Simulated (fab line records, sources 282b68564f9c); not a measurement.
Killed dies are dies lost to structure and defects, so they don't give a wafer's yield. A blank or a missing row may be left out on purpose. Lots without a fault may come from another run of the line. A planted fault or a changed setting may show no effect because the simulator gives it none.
fab line records | flow rit_cmos | part 1 of 2: steps 1 to 25 of 37
record lots=5 wafers=15 last_day=7
route steps=202 shown PLDD@121 SPACER@125 NSD@131 PSD@142 SDANNEAL@153
lots that met no fault: from a run of the same line without faults
start_h: hours from the record's first day to the start of the lot's first wafer shown | wait_h: hours since the lot's step before | " the same as in the row above | L1.1+2: a row that stands for several wafers | - no value, or no start given | * or withheld: withheld | < > ~ a bound
route shown NAME@n: a module of which the file shows steps, and the number in the route of the first | usual: mean/standard deviation of fault-free wafers | same: alike in all rows | chamber/n: place in a boat | sites: the reading at each site | _std_site: their standard deviation | _edge_site: outer sites' mean less inner sites' | radius_mm: how far each site lies from the wafer's centre | mask NAME#n: copy n | behind: the tool/chamber that last shaped the wafer | hold: why the lot was held/for how many hours/how that ended | device: the transistor (n, p or np) that didn't switch | end of line: the same wafers' tests at the end of the route | a step without rows: its recipe alone | killed: dies lost to structure and defects at the first sort, not the wafer's yield | map: a wafer's dies, x killed, . not, _ none there
set.NAME: the setting as run; set.NAME@STEP: as run at that earlier step | model.NAME: the simulator's own value behind a step, which no gauge read
lots at some steps of the route; a table a step, a row a wafer
services: from which hour (start_h, from the record's first day; less than 0 if before it) a tool's chamber was out of use, for how many hours, and why
## steps
# step RIT_PLDD_HARDBAKE_07
# recipe resist=NOVOLAK temp_c=140 time_s=60
# usual exhaust_pa=44.9/0.88 heater_power_total_W=62.55/0.044
# columns lot.wafer tool chamber start_h wait_h exhaust_pa heater_power_total_W
L080.1 litho_track-01 0 87.04 0.0 44.8 62.60
L080.4 " 0 " " 44.0 62.52
L080.6 " 0 " " 44.6 62.55
L086.1 litho_track-02 0 107.73 0.0 46.5 62.48
L086.4 " 0 " " 43.9 62.54
L086.6 " 0 " " 44.8 62.50
L087.1 litho_track-01 0 112.94 0.0 46.3 62.56
L087.3 " 0 " " 44.3 62.53
L087.6 " 0 " " 45.5 62.59
L088.1 litho_track-01 0 115.83 0.0 46.1 62.59
L088.2 " 0 " " 44.1 62.52
L088.6 " 0 " " 45.4 62.54
L094.2 litho_track-04 0 148.68 0.0 45.2 62.57
L094.5 " 0 " " 45.6 62.56
L094.6 " 0 " " 44.4 62.59
# step RIT_PLDD_IMPLANT_08
# recipe species=BF2 energy_kev=20 dose_cm2=9.109e+14 tilt_deg=7
# usual beam_on_s=10.00/0.2
# columns lot.wafer tool chamber start_h wait_h beam_on_s
L080.1 implanter-03 0 87.19 0.1 10.06
L080.4 " 0 " " 9.95
L080.6 " 0 " " 9.96
L086.1 implanter-04 0 107.88 0.1 10.03
L086.4 " 0 " " 9.93
L086.6 " 0 " " 10.30
L087.1 implanter-04 0 113.09 0.1 9.78
L087.3 " 0 " " 9.86
L087.6 " 0 " " 9.94
L088.1 implanter-03 0 115.98 0.1 9.68
L088.2 " 0 " " 10.18
L088.6 " 0 " " 9.82
L094.2 implanter-04 0 148.83 0.1 9.95
L094.5 " 0 " " 9.78
L094.6 " 0 " " 10.14
# step RIT_PLDD_STRIP_09
# recipe chemistry=O2 time_s=180 resist=NOVOLAK platen_temp_c=withheld power_w=500 pressure_mtorr=4000 o2_flow_sccm=4000
# usual drypump_motor_current_A=6.0/0.37 o2_flow_sccm=4002/11
# columns lot.wafer tool chamber start_h wait_h drypump_motor_current_A o2_flow_sccm rf_hours_counter_h
L080.1 plasma_asher-04 0 87.34 0.1 6.0 3988 45
L080.4 " 1 " " 5.8 3997 -
L080.6 " 0 " " 6.0 4010 -
L086.1 plasma_asher-02 1 108.03 0.1 6.5 4022 47
L086.4 " 1 " " 6.6 4005 -
L086.6 " 0 " " 5.6 4005 -
L087.1 plasma_asher-02 1 113.24 0.1 6.5 4002 48
L087.3 " 0 " " 5.7 3994 -
L087.6 " 1 " " 6.5 3990 -
L088.1 plasma_asher-04 0 116.13 0.1 6.0 4013 49
L088.2 " 1 " " 5.8 4014 49
L088.6 " 1 " " 5.8 4006 -
L094.2 plasma_asher-01 0 148.95 0.1 5.5 3998 3
L094.5 " 1 " " 6.4 3982 -
L094.6 " 0 " " 5.5 3990 -
# step RIT_PLDD_TW_MEAS_10
# usual PLDD_TW=2359/15
# columns lot.wafer tool chamber start_h wait_h PLDD_TW
L080.1 film_metro-04 - 87.51 0.1 2347
L080.4 " - " " 2346
L080.6 " - " " 2338
L086.1 film_metro-01 - 108.21 0.1 2382
L086.4 " - " " 2380
L086.6 " - " " 2375
L087.1 film_metro-04 - 113.41 0.1 2336
L087.3 " - " " 2340
L087.6 " - " " 2333
L088.1 film_metro-01 - 116.30 0.1 2373
L088.2 " - " " 2379
L088.6 " - " " 2361
L094.2 film_metro-01 - 149.14 0.1 2381
L094.5 " - " " 2386
L094.6 " - " " 2386
# step RIT_SPACER_CLEAN_00
# recipe chemistry=SC1 mix=3:3:50 time_s=600 temp_c=75
# columns lot.wafer tool chamber start_h wait_h
L080.1+4+6 wet_bench-01 0 87.57 0.1
L086.1+4+6 wet_bench-02 3 108.27 0.1
L087.1+3+6 wet_bench-02 3 113.47 0.1
L088.1+2+6 wet_bench-03 3 116.36 0.1
L094.2+5+6 wet_bench-02 3 149.19 0.0
# step RIT_SPACER_CLEAN_01
# recipe chemistry=dHF dilution=50:1 time_s=30
# columns lot.wafer tool chamber start_h wait_h
L080.1+4+6 wet_bench-02 3 87.75 0.0
L086.1+4+6 wet_bench-01 3 108.46 0.0
L087.1+3+6 wet_bench-01 0 113.68 0.0
L088.1+2+6 wet_bench-02 1 116.54 0.0
L094.2+5+6 wet_bench-01 0 149.38 0.0
# step RIT_SPACER_CLEAN_02
# recipe chemistry=SC2 mix=3:3:50 time_s=600 temp_c=75 dry=n2_spin
# columns lot.wafer tool chamber start_h wait_h
L080.1+4+6 wet_bench-03 3 87.76 0.0
L086.1+4+6 wet_bench-03 0 108.48 0.0
L087.1+3+6 wet_bench-03 2 113.70 0.0
L088.1+2+6 wet_bench-01 2 116.56 0.0
L094.2+5+6 wet_bench-02 2 149.40 0.0
# step RIT_SPACER_CVD_03
# recipe material=Si3N4 target_thk_nm=250 temp_c=810 precursor=SiH2Cl2/NH3 time_s=3300 pressure_mtorr=300 sih2cl2_flow_sccm=60 nh3_flow_sccm=150
# usual spike_tc_source_C=830.0/2.9
# columns lot.wafer tool chamber start_h wait_h spike_tc_source_C
L080.1 lpcvd-01 0 88.82 0.9 832.0
L080.4 " 0 " " 831.7
L080.6 " 0 " " 831.5
L086.1 lpcvd-01 1 108.67 0.0 830.0
L086.4 " 1 " " 831.6
L086.6 " 1 " " 831.8
L087.1 lpcvd-02 1 113.89 0.0 834.4
L087.3 " 1 " " 834.6
L087.6 " 1 " " 834.4
L088.1 lpcvd-01 0 116.73 0.0 831.0
L088.2 " 0 " " 831.8
L088.6 " 0 " " 832.2
L094.2 lpcvd-01 0 149.59 0.0 830.7
L094.5 " 0 " " 832.9
L094.6 " 0 " " 830.9
# step RIT_SPACER_THK_MEAS_04
# recipe reads=Si3N4_of_SPACER_CVD_03
# usual SPACER_NITRIDE_THK=250.1/2.7
# columns lot.wafer tool chamber start_h wait_h SPACER_NITRIDE_THK[nm]
L080.1 film_metro-03 - 90.73 0.0 249.4
L080.4 " - " " 250.7
L080.6 " - " " 250.4
L086.1 film_metro-04 - 110.59 0.0 247.1
L086.4 " - " " 247.1
L086.6 " - " " 247.5
L087.1 film_metro-02 - 116.76 0.0 250.5
L087.3 " - " " 251.8
L087.6 " - " " 249.4
L088.1 film_metro-02 - 118.65 0.0 249.7
L088.2 " - " " 248.6
L088.6 " - " " 249.1
L094.2 film_metro-02 - 151.51 0.0 249.7
L094.5 " - " " 251.0
L094.6 " - " " 249.6
# step RIT_SPACER_ETCHBACK_05
# recipe target_depth_a=2500 SF6_flow_sccm=30 CHF3_flow_sccm=30 target=Si3N4 chemistry=SF6/CHF3 pressure_mtorr=40 rf_w=250 time_s=240 stop_on=SiO2
# usual drypump_motor_current_A=5.6/0.52 oes_product_au=0.847/0.01 throttle_valve_pct=10.28/0.1
# columns lot.wafer tool chamber start_h wait_h drypump_motor_current_A oes_product_au rf_hours_counter_h throttle_valve_pct
L080.1 rie_diel-02 1 90.79 0.1 5.8 0.856 160 10.23
L080.4 " 2 " " 5.2 0.842 4 10.21
L080.6 " 2 " " 5.2 0.842 - 10.22
L086.1 rie_diel-01 1 110.65 0.1 5.9 0.842 139 10.42
L086.4 " 2 " " 5.5 0.829 - 10.24
L086.6 " 0 " " 4.7 0.856 - 10.36
L087.1 rie_diel-01 2 116.82 0.1 5.5 0.840 1 10.25
L087.3 " 1 " " 5.8 0.857 139 10.43
L087.6 " 0 " " 4.7 0.846 - 10.37
L088.1 rie_diel-02 0 118.71 0.1 6.1 0.848 20 10.28
L088.2 " 1 " " 5.8 0.846 161 10.22
L088.6 " 3 " " 6.1 0.850 - 10.19
L094.2 rie_diel-01 0 151.56 0.0 4.7 0.844 66 10.38
L094.5 " 1 " " 5.8 0.849 - 10.43
L094.6 " 0 " " 4.7 0.849 - 10.38
# step RIT_NSD_HMDS_00
# recipe prime_time_s=60 prime_temp_c=140
# usual exhaust_pa=44.6/0.89
# columns lot.wafer tool chamber start_h wait_h exhaust_pa
L080.1 litho_track-01 0 90.94 0.1 45.0
L080.4 " 0 " " 43.9
L080.6 " 0 " " 44.9
L086.1 litho_track-01 0 110.87 0.1 43.1
L086.4 " 0 " " 43.7
L086.6 " 0 " " 44.4
L087.1 litho_track-01 0 116.97 0.1 45.5
L087.3 " 0 " " 45.3
L087.6 " 0 " " 43.6
L088.1 litho_track-02 0 118.95 0.2 44.6
L088.2 " 0 " " 45.2
L088.6 " 0 " " 45.7
L094.2 litho_track-03 0 151.74 0.1 45.6
L094.5 " 0 " " 45.0
L094.6 " 0 " " 44.8
# step RIT_NSD_COAT_01
# recipe resist=NOVOLAK spin_rpm=3250 resist_thk_nm=1000
# usual exhaust_pa=45.1/0.99 spin_speed_rpm=3250.3/2.2
# columns lot.wafer tool chamber start_h wait_h exhaust_pa spin_speed_rpm
L080.1 litho_track-01 0 91.09 0.1 45.7 3251.5
L080.4 " 0 " " 45.4 3249.4
L080.6 " 0 " " 44.7 3249.1
L086.1 litho_track-01 0 111.02 0.1 45.5 3249.1
L086.4 " 0 " " 45.7 3249.2
L086.6 " 0 " " 45.2 3252.8
L087.1 litho_track-01 0 117.12 0.1 45.6 3250.9
L087.3 " 0 " " 46.0 3254.0
L087.6 " 0 " " 46.4 3251.9
L088.1 litho_track-02 0 119.10 0.1 44.6 3250.2
L088.2 " 0 " " 45.9 3252.8
L088.6 " 0 " " 44.4 3250.4
L094.2 litho_track-03 0 151.89 0.1 44.6 3250.4
L094.5 " 0 " " 46.2 3248.6
L094.6 " 0 " " 44.3 3251.4
# step RIT_NSD_SOFTBAKE_02
# recipe resist=NOVOLAK temp_c=90 time_s=60
# usual exhaust_pa=45.0/0.86 heater_power_total_W=34.56/0.049
# columns lot.wafer tool chamber start_h wait_h exhaust_pa heater_power_total_W
L080.1 litho_track-01 0 91.24 0.1 44.9 34.65
L080.4 " 0 " " 44.8 34.50
L080.6 " 0 " " 43.3 34.51
L086.1 litho_track-01 0 111.17 0.1 45.8 34.53
L086.4 " 0 " " 45.8 34.52
L086.6 " 0 " " 46.0 34.62
L087.1 litho_track-01 0 117.27 0.1 45.4 34.56
L087.3 " 0 " " 46.2 34.63
L087.6 " 0 " " 45.6 34.47
L088.1 litho_track-02 0 119.25 0.1 43.9 34.50
L088.2 " 0 " " 44.2 34.58
L088.6 " 0 " " 43.8 34.52
L094.2 litho_track-03 0 152.04 0.1 44.5 34.62
L094.5 " 0 " " 44.7 34.58
L094.6 " 0 " " 44.9 34.62
# step RIT_NSD_EXPOSE_03
# recipe mask_id=M9 na=0.57 target_cd_nm=40700 dose_mj=250
# usual stage_vel_mm_s=499.93/0.3
# columns lot.wafer tool chamber start_h wait_h mask stage_vel_mm_s
L080.1 iline_stepper-01 0 91.52 0.2 M9#0 500.22
L080.4 " 0 " " M9#0 499.76
L080.6 " 0 " " M9#0 499.56
L086.1 iline_stepper-02 0 111.45 0.2 M9#0 500.10
L086.4 " 0 " " M9#0 500.17
L086.6 " 0 " " M9#0 500.13
L087.1 iline_stepper-01 0 117.55 0.2 M9#0 499.78
L087.3 " 0 " " M9#0 499.64
L087.6 " 0 " " M9#0 499.65
L088.1 iline_stepper-02 0 119.52 0.2 M9#0 499.68
L088.2 " 0 " " M9#0 499.50
L088.6 " 0 " " M9#0 499.19
L094.2 iline_stepper-01 0 152.42 0.4 M9#0 499.87
L094.5 " 0 " " M9#0 499.76
L094.6 " 0 " " M9#0 499.56
# step RIT_NSD_PEB_04
# recipe resist=NOVOLAK temp_c=withheld time_s=withheld
# usual exhaust_pa=45.0/1.1
# columns lot.wafer tool chamber start_h wait_h exhaust_pa
L080.1 litho_track-01 0 91.63 0.1 44.8
L080.4 " 0 " " 44.4
L080.6 " 0 " " 45.0
L086.1 litho_track-01 0 111.56 0.1 44.3
L086.4 " 0 " " 45.8
L086.6 " 0 " " 44.5
L087.1 litho_track-03 0 117.66 0.1 47.7
L087.3 " 0 " " 47.9
L087.6 " 0 " " 47.0
L088.1 litho_track-01 0 119.64 0.1 45.9
L088.2 " 0 " " 44.5
L088.6 " 0 " " 45.6
L094.2 litho_track-02 0 152.55 0.1 42.0
L094.5 " 0 " " 43.8
L094.6 " 0 " " 42.9
# step RIT_NSD_DEVELOP_05
# recipe resist=NOVOLAK develop_time_s=50 dev_temp_c=23
# usual exhaust_pa=44.9/0.85
# columns lot.wafer tool chamber start_h wait_h exhaust_pa
L080.1 litho_track-01 0 - - 44.6
L080.4 " 0 " " 45.3
L080.6 " 0 " " 45.0
L086.1 litho_track-01 0 - - 44.6
L086.4 " 0 " " 45.5
L086.6 " 0 " " 44.2
L087.1 litho_track-03 0 - - 43.7
L087.3 " 0 " " 43.2
L087.6 " 0 " " 44.1
L088.1 litho_track-01 0 - - 43.4
L088.2 " 0 " " 43.8
L088.6 " 0 " " 42.4
L094.2 litho_track-02 0 - - 46.1
L094.5 " 0 " " 44.5
L094.6 " 0 " " 44.4
# step RIT_NSD_OVL_MEAS_06
# usual NSD_OVL=0.0/1.3
# columns lot.wafer tool chamber start_h wait_h NSD_OVL[nm]
L080.1 overlay-01 - 91.92 - 0.7
L080.4 " - " " 2.3
L080.6 " - " " 2.5
L086.1 overlay-01 - 111.85 - -2.0
L086.4 " - " " -4.1
L086.6 " - " " -3.2
L087.1 overlay-01 - 117.95 - 0.6
L087.3 " - " " 0.4
L087.6 " - " " -0.4
L088.1 overlay-02 - 119.92 - -1.9
L088.2 " - " " -0.1
L088.6 " - " " -0.5
L094.2 overlay-01 - 152.81 - 0.5
L094.5 " - " " 0.6
L094.6 " - " " 0.4
# step RIT_NSD_HARDBAKE_07
# recipe resist=NOVOLAK temp_c=140 time_s=60
# usual exhaust_pa=45.3/0.89 heater_power_total_W=62.55/0.047
# columns lot.wafer tool chamber start_h wait_h exhaust_pa heater_power_total_W
L080.1 litho_track-03 0 91.95 0.0 44.6 62.53
L080.4 " 0 " " 44.6 62.46
L080.6 " 0 " " 45.2 62.46
L086.1 litho_track-02 0 111.88 0.0 45.8 62.60
L086.4 " 0 " " 44.7 62.52
L086.6 " 0 " " 43.7 62.62
L087.1 litho_track-01 0 117.98 0.0 46.6 62.50
L087.3 " 0 " " 47.0 62.53
L087.6 " 0 " " 45.9 62.53
L088.1 litho_track-01 0 119.96 0.0 45.8 62.50
L088.2 " 0 " " 44.4 62.59
L088.6 " 0 " " 45.9 62.54
L094.2 litho_track-02 0 152.87 0.0 47.2 62.66
L094.5 " 0 " " 46.9 62.58
L094.6 " 0 " " 45.8 62.57
# step RIT_NSD_IMPLANT_08
# recipe species=P energy_kev=25 dose_cm2=9.904e+14 tilt_deg=7
# usual beam_on_s=10.02/0.2
# columns lot.wafer tool chamber start_h wait_h beam_on_s
L080.1 implanter-03 0 92.10 0.1 9.97
L080.4 " 0 " " 10.03
L080.6 " 0 " " 10.07
L086.1 implanter-03 0 112.03 0.1 10.07
L086.4 " 0 " " 10.07
L086.6 " 0 " " 10.20
L087.1 implanter-01 0 118.13 0.1 9.92
L087.3 " 0 " " 9.98
L087.6 " 0 " " 10.25
L088.1 implanter-01 0 120.11 0.1 9.89
L088.2 " 0 " " 9.90
L088.6 " 0 " " 10.05
L094.2 implanter-03 0 153.02 0.1 9.86
L094.5 " 0 " " 9.71
L094.6 " 0 " " 10.16
# step RIT_NSD_STRIP_09
# recipe chemistry=O2 time_s=180 resist=NOVOLAK platen_temp_c=withheld power_w=500 pressure_mtorr=4000 o2_flow_sccm=4000
# usual drypump_motor_current_A=5.8/0.44 o2_flow_sccm=4000/12
# columns lot.wafer tool chamber start_h wait_h drypump_motor_current_A o2_flow_sccm rf_hours_counter_h
L080.1 plasma_asher-03 0 92.25 0.1 5.6 4000 31
L080.4 " 0 " " 5.5 3993 -
L080.6 " 0 " " 5.6 3993 -
L086.1 plasma_asher-02 0 112.18 0.1 5.7 3984 47
L086.4 " 0 " " 5.7 4008 -
L086.6 " 1 " " 6.6 3991 -
L087.1 plasma_asher-03 0 118.28 0.1 5.5 3998 34
L087.3 " 1 " " 5.5 3986 -
L087.6 " 0 " " 5.6 3994 -
L088.1 plasma_asher-03 0 120.26 0.1 5.5 4012 35
L088.2 " 1 " " 5.4 3990 35
L088.6 " 1 " " 5.5 4007 -
L094.2 plasma_asher-02 1 153.14 0.1 6.6 4009 52
L094.5 " 1 " " 6.6 4016 -
L094.6 " 0 " " 5.7 3990 -
# step RIT_NSD_TW_MEAS_10
# usual NSD_TW=3123/21
# columns lot.wafer tool chamber start_h wait_h NSD_TW
L080.1 film_metro-01 - 92.43 0.1 3144
L080.4 " - " " 3158
L080.6 " - " " 3162
L086.1 film_metro-03 - 112.36 0.1 3097
L086.4 " - " " 3096
L086.6 " - " " 3106
L087.1 film_metro-03 - 118.46 0.1 3092
L087.3 " - " " 3114
L087.6 " - " " 3098
L088.1 film_metro-04 - 120.43 0.1 3086
L088.2 " - " " 3102
L088.6 " - " " 3109
L094.2 film_metro-01 - 153.33 0.1 3143
L094.5 " - " " 3122
L094.6 " - " " 3152
# step RIT_PSD_HMDS_00
# recipe prime_time_s=60 prime_temp_c=140
# usual exhaust_pa=45.2/0.86
# columns lot.wafer tool chamber start_h wait_h exhaust_pa
L080.1 litho_track-01 0 92.49 0.1 44.9
L080.4 " 0 " " 44.0
L080.6 " 0 " " 44.7
L086.1 litho_track-01 0 112.42 0.1 44.8
L086.4 " 0 " " 45.3
L086.6 " 0 " " 45.4
L087.1 litho_track-03 0 118.52 0.1 44.5
L087.3 " 0 " " 45.2
L087.6 " 0 " " 45.8
L088.1 litho_track-03 0 120.49 0.1 46.1
L088.2 " 0 " " 44.4
L088.6 " 0 " " 45.9
L094.2 litho_track-03 0 153.40 0.1 45.1
L094.5 " 0 " " 46.7
L094.6 " 0 " " 44.8
# step RIT_PSD_COAT_01
# recipe resist=NOVOLAK spin_rpm=3250 resist_thk_nm=1000
# usual exhaust_pa=45.0/0.88 spin_speed_rpm=3250.1/2.5
# columns lot.wafer tool chamber start_h wait_h exhaust_pa spin_speed_rpm
L080.1 litho_track-01 0 92.64 0.1 46.1 3248.6
L080.4 " 0 " " 46.2 3249.5
L080.6 " 0 " " 45.8 3248.1
L086.1 litho_track-01 0 112.57 0.1 44.9 3249.1
L086.4 " 0 " " 44.6 3250.9
L086.6 " 0 " " 45.5 3248.7
L087.1 litho_track-03 0 118.67 0.1 42.8 3257.0
L087.3 " 0 " " 43.6 3253.3
L087.6 " 0 " " 44.7 3251.0
L088.1 litho_track-03 0 120.64 0.1 44.1 3252.6
L088.2 " 0 " " 44.1 3250.6
L088.6 " 0 " " 45.1 3249.9
L094.2 litho_track-03 0 153.55 0.1 44.7 3254.7
L094.5 " 0 " " 46.3 3249.9
L094.6 " 0 " " 47.0 3253.4
# step RIT_PSD_SOFTBAKE_02
# recipe resist=NOVOLAK temp_c=90 time_s=60
# usual exhaust_pa=44.9/0.91 heater_power_total_W=34.57/0.055
# columns lot.wafer tool chamber start_h wait_h exhaust_pa heater_power_total_W
L080.1 litho_track-01 0 92.79 0.1 44.4 34.56
L080.4 " 0 " " 43.7 34.62
L080.6 " 0 " " 43.8 34.47
L086.1 litho_track-01 0 112.72 0.1 44.5 34.51
L086.4 " 0 " " 44.2 34.59
L086.6 " 0 " " 44.0 34.61
L087.1 litho_track-03 0 118.82 0.1 45.8 34.58
L087.3 " 0 " " 46.5 34.71
L087.6 " 0 " " 45.7 34.69
L088.1 litho_track-03 0 120.79 0.1 44.9 34.56
L088.2 " 0 " " 44.4 34.45
L088.6 " 0 " " 47.0 34.62
L094.2 litho_track-03 0 153.70 0.1 45.1 34.46
L094.5 " 0 " " 45.2 34.58
L094.6 " 0 " " 45.2 34.59
# step RIT_PSD_EXPOSE_03
# recipe mask_id=M10 na=0.57 target_cd_nm=40900 dose_mj=250
# usual stage_vel_mm_s=499.97/0.25
# columns lot.wafer tool chamber start_h wait_h mask stage_vel_mm_s
L080.1 iline_stepper-01 0 93.06 0.2 M10#0 500.09
L080.4 " 0 " " M10#0 500.18
L080.6 " 0 " " M10#0 500.01
L086.1 iline_stepper-02 0 112.99 0.2 M10#0 500.27
L086.4 " 0 " " M10#0 499.98
L086.6 " 0 " " M10#0 500.76
L087.1 iline_stepper-02 0 118.97 0.1 M10#0 499.87
L087.3 " 0 " " M10#0 500.49
L087.6 " 0 " " M10#0 499.94
L088.1 iline_stepper-02 0 120.94 0.1 M10#0 500.37
L088.2 " 0 " " M10#0 500.12
L088.6 " 0 " " M10#0 500.16
L094.2 iline_stepper-01 0 154.07 0.3 M10#0 499.80
L094.5 " 0 " " M10#0 499.87
L094.6 " 0 " " M10#0 499.64
